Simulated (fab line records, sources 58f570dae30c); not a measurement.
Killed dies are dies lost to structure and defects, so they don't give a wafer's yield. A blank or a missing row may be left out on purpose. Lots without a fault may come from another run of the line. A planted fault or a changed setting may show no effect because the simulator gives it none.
Which tool did it? | flow berkeley_cmos170 | 14 lots, 42 wafers sampled, at 5 steps of a route of 331

WHAT THE GAUGES READ, wafer by wafer
UCB170_START_THK_MEAS_03.
lot  | measured    | on            | START_OXIDE_THK (nm)
L281 | day 1 12:07 | film_metro-04 | 19.6 19.3 19.4
L283 | day 1 21:48 | film_metro-04 | 20.1 20.0 20.5
L282 | day 1 21:49 | film_metro-03 | 20.4 20.2 20.4
L284 | day 2 05:15 | film_metro-04 | 19.6 19.8 20.0
L285 | day 2 13:07 | film_metro-04 | 20.4 19.9 20.6
L286 | day 2 13:07 | film_metro-03 | 20.6 21.0 20.7
L287 | day 2 21:24 | film_metro-01 | 20.6 20.5 20.7
L290 | day 3 10:57 | film_metro-01 | 19.9 19.6 19.7
L291 | day 3 16:18 | film_metro-03 | 19.6 19.5 19.6
L292 | day 3 22:47 | film_metro-01 | 19.5 19.4 19.6
L294 | day 4 07:08 | film_metro-03 | 19.6 19.7 19.2
L299 | day 5 08:44 | film_metro-04 | 20.6 20.2 20.4
L301 | day 5 18:12 | film_metro-03 | 19.9 19.5 19.6
L304 | day 6 13:25 | film_metro-03 | 19.6 19.6 19.8

UCB170_PWELL_THK_MEAS_03.
lot  | measured    | on            | PWELL_OXIDE_THK (nm)
L281 | day 2 18:34 | film_metro-02 | 28.0 27.8 27.6
L283 | day 3 06:11 | film_metro-03 | 26.7 26.5 26.7
L282 | day 3 06:12 | film_metro-02 | 26.1 25.5 25.4
L284 | day 3 20:01 | film_metro-03 | 26.7 26.8 26.5
L285 | day 3 20:02 | film_metro-03 | 25.9 26.8 26.6
L286 | day 3 19:59 | film_metro-04 | 26.3 26.8 26.5
L287 | day 4 01:23 | film_metro-02 | 26.1 26.0 26.2
L290 | day 4 09:47 | film_metro-02 | 27.0 26.4 26.2
L291 | day 4 19:57 | film_metro-04 | 26.1 26.4 25.9
L292 | day 5 05:38 | film_metro-03 | 26.0 26.0 26.5
L294 | day 5 10:05 | film_metro-04 | 26.8 26.8 26.9
L299 | day 6 19:35 | film_metro-03 | 25.5 25.8 26.0
L301 | day 7 03:52 | film_metro-03 | 26.2 26.8 26.6
L304 | day 7 20:59 | film_metro-03 | 26.5 26.3 26.3

UCB170_NVT_OVL_MEAS_06.
lot  | measured     | on         | NVT_OVL (nm)
L281 | day 5 23:25  | overlay-01 | -5 4 -1
L283 | day 6 05:20  | overlay-02 | -2 2 2
L282 | day 6 05:28  | overlay-01 | -6 -4 1
L284 | day 7 04:20  | overlay-02 | -7 -1 -4
L285 | day 7 04:36  | overlay-02 | -3 3 2
L286 | day 7 04:31  | overlay-01 | 3 3 -1
L287 | day 7 04:03  | overlay-02 | -9 -4 -6
L290 | day 7 21:28  | overlay-01 | 4 10 6
L291 | day 8 04:23  | overlay-02 | -1 4 8
L292 | day 8 19:08  | overlay-01 | 4 7 2
L294 | day 8 19:20  | overlay-02 | 0 2 3
L299 | day 10 07:39 | overlay-02 | 5 1 8
L301 | day 10 13:13 | overlay-01 | 7 6 0
L304 | day 11 06:04 | overlay-01 | 1 -4 -2

WHICH TOOL RAN EACH LOT (tool, then ch and the chambers of the sampled wafers, then the start)
lot  | UCB170_ACTIVE_COAT_08            | UCB170_ACTIVE_STRIP_16
L281 | litho_track-01 ch 0, day 4 10:47 | plasma_asher-02 ch 0,1, day 4 12:21
L283 | litho_track-01 ch 0, day 4 18:59 | plasma_asher-02 ch 0,1, day 4 20:28
L282 | litho_track-04 ch 0, day 4 18:45 | plasma_asher-01 ch 0,1, day 4 20:19
L284 | litho_track-04 ch 0, day 5 12:11 | plasma_asher-02 ch 0,1, day 5 13:15
L285 | litho_track-02 ch 0, day 5 11:56 | plasma_asher-04 ch 0,1, day 5 13:07
L286 | litho_track-01 ch 0, day 5 11:43 | plasma_asher-02 ch 0,1, day 5 12:49
L287 | litho_track-02 ch 0, day 5 15:01 | plasma_asher-02 ch 0,1, day 5 16:23
L290 | litho_track-01 ch 0, day 5 23:46 | plasma_asher-04 ch 0,1, day 6 01:13
L291 | litho_track-02 ch 0, day 6 12:50 | plasma_asher-04 ch 0,1, day 6 13:53
L292 | litho_track-02 ch 0, day 7 04:30 | plasma_asher-04 ch 0,1, day 7 05:26
L294 | litho_track-01 ch 0, day 7 04:38 | plasma_asher-02 ch 1, day 7 05:41
L299 | litho_track-01 ch 0, day 8 10:23 | plasma_asher-01 ch 0,1, day 8 12:12
L301 | litho_track-01 ch 0, day 8 19:14 | plasma_asher-02 ch 0,1, day 8 20:22
L304 | litho_track-04 ch 0, day 9 17:35 | plasma_asher-04 ch 0,1, day 9 18:39
- UCB170_ACTIVE_COAT_08: resist thk 900 nm.
- UCB170_ACTIVE_STRIP_16: strips in O2.

WHAT THE TOOLS THEMSELVES READ (means of the sampled wafers that have a number; where no wafer has one, the mark that the record gives instead)
UCB170_ACTIVE_COAT_08.
lot  | tool           | chill_plate_temp_C (C) | spin_speed_rpm (rpm)
L281 | litho_track-01 | 23.07                  | 1500.3
L283 | litho_track-01 | 22.87                  | 1500.0
L282 | litho_track-04 | 22.89                  | 1499.3
L284 | litho_track-04 | 23.03                  | 1500.0
L285 | litho_track-02 | 23.14                  | 1500.7
L286 | litho_track-01 | 23.11                  | 1499.7
L287 | litho_track-02 | 22.92                  | 1500.7
L290 | litho_track-01 | 22.95                  | 1500.4
L291 | litho_track-02 | 22.94                  | 1498.3
L292 | litho_track-02 | 23.02                  | 1499.6
L294 | litho_track-01 | 22.92                  | 1499.4
L299 | litho_track-01 | 23.05                  | 1500.3
L301 | litho_track-01 | 23.12                  | 1500.4
L304 | litho_track-04 | 23.05                  | 1500.0

UCB170_ACTIVE_STRIP_16.
lot  | tool            | drypump_motor_current_A (A) | oes_product_au (a.u.) | strip_time_to_endpoint_s (s)
L281 | plasma_asher-02 | 6.06                        | 0.724                 | 18.04
L283 | plasma_asher-02 | 6.05                        | 0.723                 | 18.09
L282 | plasma_asher-01 | 6.15                        | 0.723                 | 18.04
L284 | plasma_asher-02 | 6.06                        | 0.721                 | 18.09
L285 | plasma_asher-04 | 6.14                        | 0.726                 | 18.11
L286 | plasma_asher-02 | 6.24                        | 0.717                 | 18.02
L287 | plasma_asher-02 | 6.23                        | 0.727                 | 18.14
L290 | plasma_asher-04 | 6.13                        | 0.722                 | 18.05
L291 | plasma_asher-04 | 5.96                        | 0.719                 | 18.11
L292 | plasma_asher-04 | 6.13                        | 0.722                 | 18.03
L294 | plasma_asher-02 | 5.88                        | 0.725                 | 18.05
L299 | plasma_asher-01 | 6.15                        | 0.725                 | 17.62
L301 | plasma_asher-02 | 6.24                        | 0.722                 | 17.65
L304 | plasma_asher-04 | 6.14                        | 0.719                 | 18.16

THE ANSWER, worked out from the rows above alone
Rule: what is usual is taken from the lots themselves. Put in order of their means at a reading, lots are off if they are a third of the lots or fewer, leave a main group of 4 or more, and stand apart from it by a gap of 3 or more times the standard deviation of the main group's means; of several such gaps the widest counts. A main group whose means are all the same, to the digits that the tables above print for the reading, isn't used. A lot without any number at a reading at which 4 lots or more have one is off too. The other lots that the step has rows for count as sound. The gauges are gone through in route order, then the tools' own readings, and for those a lot's mean is taken as printed above. The first step at which some lot is off is used, and at that step the reading that is off furthest; a lot without a number counts as furthest.
Off: L299, L301, at UCB170_ACTIVE_STRIP_16 (strip_time_to_endpoint_s). The main group: mean 18.08 s, standard deviation 0.044.
A tool fits if, at that step or a process step before it, it ran every lot that is off, and no sound lot after the first of them. One fits: litho_track-01 at UCB170_ACTIVE_COAT_08. Its last sound lot is L294 (day 7 04:38), its first lot that is off L299 (day 8 10:23): a fault that began between those two fits.

WHAT THE SIMULATOR HAD PUT IN
Process parameter drift: litho_track-01, from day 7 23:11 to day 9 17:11, at UCB170_ACTIVE_COAT_08. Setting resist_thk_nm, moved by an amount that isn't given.
Lots struck among those shown: L299, L301. The rule above found the same.
